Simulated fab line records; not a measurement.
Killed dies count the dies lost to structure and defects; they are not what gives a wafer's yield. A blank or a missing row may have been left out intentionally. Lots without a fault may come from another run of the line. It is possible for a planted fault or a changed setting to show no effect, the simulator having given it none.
Which tool is to blame? ; flow berkeley_cmos170 ; at 1 step of a route of 331, 7 lots with 21 wafers sampled

WHAT EACH GAUGE READ, for each wafer
UCB170_ACTIVE_CD_MEAS_90 targets a cd of 1200 nm.
lot;measured;on;cd_nm (nm)
L474;day 4 14:17;cd_sem-01;1199.5 1199.6 1199.1
L476;day 5 08:37;cd_sem-02;1197.7 1198.4 1198.6
L479;day 6 06:06;cd_sem-02;1199.7 1198.4 1199.3
L480;day 6 06:23;cd_sem-01;1201.1 1201.3 1199.8
L488;day 7 20:01;cd_sem-01;1196.9 1195.7 1195.8
L493;day 8 19:24;cd_sem-02;1200.3 1200.9 1201.2
L496;day 9 03:59;cd_sem-02;1199.5 1200.9 1199.9

EACH LOT AND THE TOOL THAT RAN IT (in order: tool; ch and the chambers of the sampled wafers; start)
Record: no process step prior to these readings.

THE ANSWER, worked out from the rows above alone
Rule: what is usual is taken from the lots themselves. Put in order of their means at a reading, lots are off if they are a third of the lots or fewer, leave a main group of 4 or more, and stand apart from it by a gap of 3 or more times the standard deviation of the main group's means; of several such gaps the widest counts. A main group is skipped when, at the precision printed for the reading in the tables above, its means are all equal. Also off: a lot with no number at a reading for which 4 or more lots have one. All remaining lots with rows at the step are treated as sound.
No lot is off at any reading shown: from this, nothing can be told.

WHAT THE SIMULATOR PUT IN
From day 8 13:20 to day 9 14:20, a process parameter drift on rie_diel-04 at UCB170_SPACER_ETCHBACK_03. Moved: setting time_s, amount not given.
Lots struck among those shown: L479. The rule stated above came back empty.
